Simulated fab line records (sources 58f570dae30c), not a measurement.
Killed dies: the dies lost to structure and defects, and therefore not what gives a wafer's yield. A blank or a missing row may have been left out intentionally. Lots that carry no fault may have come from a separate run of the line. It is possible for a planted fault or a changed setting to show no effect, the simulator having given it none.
Which tool was responsible? / flow berkeleyCmos170 / 14 lots with 42 wafers sampled at 6 steps, on a route of 331 steps

== WHAT EACH GAUGE READ, for each wafer ==
UCB170_SPACER_THK_MEAS_01.
lot=L918; measured=day 7 15:31; on=filmMetro-03; SPACER_TEOS_THK (nm)=370 378 376
lot=L921; measured=day 8 04:01; on=filmMetro-02; SPACER_TEOS_THK (nm)=372 369 370
lot=L919; measured=day 8 04:17; on=filmMetro-03; SPACER_TEOS_THK (nm)=375 372 377
lot=L922; measured=day 8 04:27; on=filmMetro-01; SPACER_TEOS_THK (nm)=368 373 375
lot=L920; measured=day 8 04:39; on=filmMetro-03; SPACER_TEOS_THK (nm)=377 362 377
lot=L924; measured=day 8 06:16; on=filmMetro-02; SPACER_TEOS_THK (nm)=364 366 375
lot=L923; measured=day 8 06:17; on=filmMetro-03; SPACER_TEOS_THK (nm)=372 380 381
lot=L926; measured=day 9 14:40; on=filmMetro-03; SPACER_TEOS_THK (nm)=372 377 381
lot=L933; measured=day 10 16:47; on=filmMetro-01; SPACER_TEOS_THK (nm)=378 375 377
lot=L934; measured=day 11 04:49; on=filmMetro-03; SPACER_TEOS_THK (nm)=373 378 379
lot=L936; measured=day 11 05:58; on=filmMetro-02; SPACER_TEOS_THK (nm)=373 380 380
lot=L937; measured=day 11 22:48; on=filmMetro-02; SPACER_TEOS_THK (nm)=369 376 375
lot=L938; measured=day 12 11:59; on=filmMetro-02; SPACER_TEOS_THK (nm)=378 383 374
lot=L939; measured=day 12 21:17; on=filmMetro-03; SPACER_TEOS_THK (nm)=369 370 379

UCB170_PSD_CD_MEAS_06: target cd 1200 nm.
lot=L918; measured=day 8 01:00; on=cdSem-02; cdNm (nm)=1197.7 1200.2 1199.3
lot=L921; measured=day 8 13:25; on=cdSem-01; cdNm (nm)=1198.3 1198.7 1198.0
lot=L919; measured=day 8 13:27; on=cdSem-02; cdNm (nm)=1198.5 1200.0 1200.2
lot=L922; measured=day 8 13:10; on=cdSem-02; cdNm (nm)=1199.1 1200.0 1199.4
lot=L920; measured=day 8 13:42; on=cdSem-02; cdNm (nm)=1199.0 1200.1 1198.9
lot=L924; measured=day 8 13:59; on=cdSem-01; cdNm (nm)=1203.5 1202.6 1202.3
lot=L923; measured=day 8 13:50; on=cdSem-01; cdNm (nm)=1197.8 1198.5 1198.4
lot=L926; measured=day 9 23:53; on=cdSem-01; cdNm (nm)=1198.6 1198.9 1198.8
lot=L933; measured=day 11 04:49; on=cdSem-01; cdNm (nm)=1201.3 1200.5 1200.5
lot=L934; measured=day 11 12:13; on=cdSem-01; cdNm (nm)=1199.7 1198.4 1199.5
lot=L936; measured=day 11 12:36; on=cdSem-01; cdNm (nm)=1200.6 1199.6 1201.5
lot=L937; measured=day 12 07:14; on=cdSem-02; cdNm (nm)=1200.8 1200.2 1199.5
lot=L938; measured=day 12 18:52; on=cdSem-02; cdNm (nm)=1201.9 1201.2 1202.9
lot=L939; measured=day 13 00:49; on=cdSem-01; cdNm (nm)=1198.4 1197.9 1198.2

UCB170_SDANNEAL_RS_MEAS_02: uses a four-point probe to measure.
lot=L918; measured=day 8 06:44; on=filmMetro-04; PSD_RS (ohm/sq)=75.24 75.67 75.56
lot=L921; measured=day 8 17:49; on=filmMetro-04; PSD_RS (ohm/sq)=75.92 75.57 75.61
lot=L919; measured=day 8 17:58; on=filmMetro-02; PSD_RS (ohm/sq)=75.78 75.67 75.66
lot=L922; measured=day 8 17:49; on=filmMetro-01; PSD_RS (ohm/sq)=75.75 75.99 75.47
lot=L920; measured=day 8 18:48; on=filmMetro-02; PSD_RS (ohm/sq)=75.89 75.85 75.73
lot=L924; measured=day 8 18:51; on=filmMetro-01; PSD_RS (ohm/sq)=75.91 76.09 75.89
lot=L923; measured=day 8 18:20; on=filmMetro-01; PSD_RS (ohm/sq)=75.81 75.79 76.01
lot=L926; measured=day 10 03:59; on=filmMetro-04; PSD_RS (ohm/sq)=75.39 75.75 75.65
lot=L933; measured=day 11 07:55; on=filmMetro-04; PSD_RS (ohm/sq)=75.86 75.73 75.45
lot=L934; measured=day 11 16:56; on=filmMetro-02; PSD_RS (ohm/sq)=75.52 75.26 75.40
lot=L936; measured=day 11 17:13; on=filmMetro-04; PSD_RS (ohm/sq)=75.83 75.78 75.95
lot=L937; measured=day 12 13:40; on=filmMetro-04; PSD_RS (ohm/sq)=75.62 75.58 75.83
lot=L938; measured=day 12 22:50; on=filmMetro-04; PSD_RS (ohm/sq)=75.55 75.62 75.14
lot=L939; measured=day 13 03:55; on=filmMetro-02; PSD_RS (ohm/sq)=75.23 75.56 75.61

UCB170_SILICIDE_RS_MEAS_02: uses a four-point probe to measure.
lot=L918; measured=day 8 07:19; on=filmMetro-04; SILICIDE_TI_RS (ohm/sq)=25.6 24.9 25.0
lot=L921; measured=day 8 18:25; on=filmMetro-02; SILICIDE_TI_RS (ohm/sq)=25.5 26.2 25.7
lot=L919; measured=day 8 18:37; on=filmMetro-02; SILICIDE_TI_RS (ohm/sq)=25.8 25.7 25.9
lot=L922; measured=day 8 18:26; on=filmMetro-03; SILICIDE_TI_RS (ohm/sq)=25.8 26.0 25.9
lot=L920; measured=day 8 19:22; on=filmMetro-02; SILICIDE_TI_RS (ohm/sq)=23.4 23.1 23.4
lot=L924; measured=day 8 19:26; on=filmMetro-04; SILICIDE_TI_RS (ohm/sq)=26.3 26.8 25.9
lot=L923; measured=day 8 18:55; on=filmMetro-03; SILICIDE_TI_RS (ohm/sq)=26.7 26.4 26.5
lot=L926; measured=day 10 04:34; on=filmMetro-03; SILICIDE_TI_RS (ohm/sq)=22.8 22.8 22.7
lot=L933; measured=day 11 08:30; on=filmMetro-03; SILICIDE_TI_RS (ohm/sq)=26.0 26.4 26.3
lot=L934; measured=day 11 17:31; on=filmMetro-03; SILICIDE_TI_RS (ohm/sq)=25.3 25.6 25.6
lot=L936; measured=day 11 17:48; on=filmMetro-02; SILICIDE_TI_RS (ohm/sq)=25.5 25.4 25.6
lot=L937; measured=day 12 14:16; on=filmMetro-03; SILICIDE_TI_RS (ohm/sq)=26.1 26.2 25.9
lot=L938; measured=day 12 23:25; on=filmMetro-04; SILICIDE_TI_RS (ohm/sq)=25.7 25.8 25.8
lot=L939; measured=day 13 04:30; on=filmMetro-04; SILICIDE_TI_RS (ohm/sq)=26.2 26.2 26.3

UCB170_SILICIDE_THK_MEAS_03: measures by xrf.
lot=L918; measured=day 8 07:25; on=filmMetro-04; SILICIDE_TI_THK (nm)=30.6 31.3 31.0
lot=L921; measured=day 8 18:32; on=filmMetro-02; SILICIDE_TI_THK (nm)=30.4 29.8 30.2
lot=L919; measured=day 8 18:44; on=filmMetro-02; SILICIDE_TI_THK (nm)=30.1 30.4 30.0
lot=L922; measured=day 8 18:34; on=filmMetro-03; SILICIDE_TI_THK (nm)=30.0 30.0 29.9
lot=L920; measured=day 8 19:29; on=filmMetro-02; SILICIDE_TI_THK (nm)=32.5 33.0 32.8
lot=L924; measured=day 8 19:32; on=filmMetro-04; SILICIDE_TI_THK (nm)=29.8 29.4 30.1
lot=L923; measured=day 8 19:01; on=filmMetro-03; SILICIDE_TI_THK (nm)=29.1 29.3 29.2
lot=L926; measured=day 10 04:41; on=filmMetro-03; SILICIDE_TI_THK (nm)=33.3 33.2 33.3
lot=L933; measured=day 11 08:37; on=filmMetro-03; SILICIDE_TI_THK (nm)=29.9 29.5 29.6
lot=L934; measured=day 11 17:38; on=filmMetro-03; SILICIDE_TI_THK (nm)=30.5 30.2 30.2
lot=L936; measured=day 11 17:55; on=filmMetro-02; SILICIDE_TI_THK (nm)=30.4 30.4 30.3
lot=L937; measured=day 12 14:22; on=filmMetro-03; SILICIDE_TI_THK (nm)=29.7 29.6 29.8
lot=L938; measured=day 12 23:32; on=filmMetro-04; SILICIDE_TI_THK (nm)=30.4 30.1 30.1
lot=L939; measured=day 13 04:37; on=filmMetro-04; SILICIDE_TI_THK (nm)=29.8 29.9 29.7

== WHAT TOOL EACH LOT RAN ON (gives the tool, then ch and the chambers of the sampled wafers, and finally the start) ==
lot=L918; UCB170_SILICIDE_SPUTTER_01=pvdSputter-03, day 8 07:15
lot=L921; UCB170_SILICIDE_SPUTTER_01=pvdSputter-03, day 8 18:22
lot=L919; UCB170_SILICIDE_SPUTTER_01=pvdSputter-03, day 8 18:29
lot=L922; UCB170_SILICIDE_SPUTTER_01=pvdSputter-04, day 8 18:22
lot=L920; UCB170_SILICIDE_SPUTTER_01=pvdSputter-04, day 8 19:20
lot=L924; UCB170_SILICIDE_SPUTTER_01=pvdSputter-03, day 8 19:23
lot=L923; UCB170_SILICIDE_SPUTTER_01=pvdSputter-04, day 8 18:50
lot=L926; UCB170_SILICIDE_SPUTTER_01=pvdSputter-04, day 10 04:32
lot=L933; UCB170_SILICIDE_SPUTTER_01=pvdSputter-02, day 11 08:28
lot=L934; UCB170_SILICIDE_SPUTTER_01=pvdSputter-02, day 11 17:29
lot=L936; UCB170_SILICIDE_SPUTTER_01=pvdSputter-03, day 11 17:45
lot=L937; UCB170_SILICIDE_SPUTTER_01=pvdSputter-04, day 12 14:10
lot=L938; UCB170_SILICIDE_SPUTTER_01=pvdSputter-04, day 12 23:23
lot=L939; UCB170_SILICIDE_SPUTTER_01=pvdSputter-02, day 13 04:27
- UCB170_SILICIDE_SPUTTER_01: material Ti, target thk 30 nm, time 25 s.

== WHAT THE TOOLS THEMSELVES READ (means of the sampled wafers that have a number; where no wafer has one, the mark that the record gives instead) ==
UCB170_SILICIDE_SPUTTER_01.
lot=L918; tool=pvdSputter-03; chamberPressurePa (Pa)=0.5013; throttleValvePct (%)=29.3
lot=L921; tool=pvdSputter-03; chamberPressurePa (Pa)=0.5001; throttleValvePct (%)=29.4
lot=L919; tool=pvdSputter-03; chamberPressurePa (Pa)=0.5006; throttleValvePct (%)=29.4
lot=L922; tool=pvdSputter-04; chamberPressurePa (Pa)=0.4996; throttleValvePct (%)=29.9
lot=L920; tool=pvdSputter-04; chamberPressurePa (Pa)=0.5005; throttleValvePct (%)=29.9
lot=L924; tool=pvdSputter-03; chamberPressurePa (Pa)=0.4994; throttleValvePct (%)=30.3
lot=L923; tool=pvdSputter-04; chamberPressurePa (Pa)=0.5004; throttleValvePct (%)=30.9
lot=L926; tool=pvdSputter-04; chamberPressurePa (Pa)=0.5000; throttleValvePct (%)=30.0
lot=L933; tool=pvdSputter-02; chamberPressurePa (Pa)=0.5000; throttleValvePct (%)=30.4
lot=L934; tool=pvdSputter-02; chamberPressurePa (Pa)=0.5007; throttleValvePct (%)=29.7
lot=L936; tool=pvdSputter-03; chamberPressurePa (Pa)=0.4997; throttleValvePct (%)=30.2
lot=L937; tool=pvdSputter-04; chamberPressurePa (Pa)=0.5004; throttleValvePct (%)=29.5
lot=L938; tool=pvdSputter-04; chamberPressurePa (Pa)=0.5007; throttleValvePct (%)=29.8
lot=L939; tool=pvdSputter-02; chamberPressurePa (Pa)=0.4994; throttleValvePct (%)=29.7

== THE ANSWER, worked out from the rows above alone ==
Rule: the lots themselves supply what counts as usual. Put in order of their means at a reading, lots are off if they are a third of the lots or fewer, leave a main group of 4 or more, and stand apart from it by a gap of 3 or more times the standard deviation of the main group's means; of several such gaps the widest counts. The tables above print the reading to a certain number of digits; a main group whose means all agree to those digits is not used. Also off: a lot with no number at a reading for which 4 or more lots have one. The other lots that the step has rows for count as sound. First the gauges in route order, then the tools' own readings, where a lot's mean is used as printed above. The first step at which some lot is off is used, and at that step the reading that is off furthest; a lot without a number counts as furthest.
Off: L920, L926, at UCB170_SILICIDE_RS_MEAS_02 (SILICIDE_TI_RS). The main group: mean 25.9 ohm/sq, standard deviation 0.38.
If a tool, at a process step before that reading, ran all the lots that are off and no sound lot after the first of them, it fits. Those tools and the gauges at UCB170_SILICIDE_RS_MEAS_02 are tried in the same way. Of those tried, none fits.

== WHAT WAS PUT IN BY THE SIMULATOR ==
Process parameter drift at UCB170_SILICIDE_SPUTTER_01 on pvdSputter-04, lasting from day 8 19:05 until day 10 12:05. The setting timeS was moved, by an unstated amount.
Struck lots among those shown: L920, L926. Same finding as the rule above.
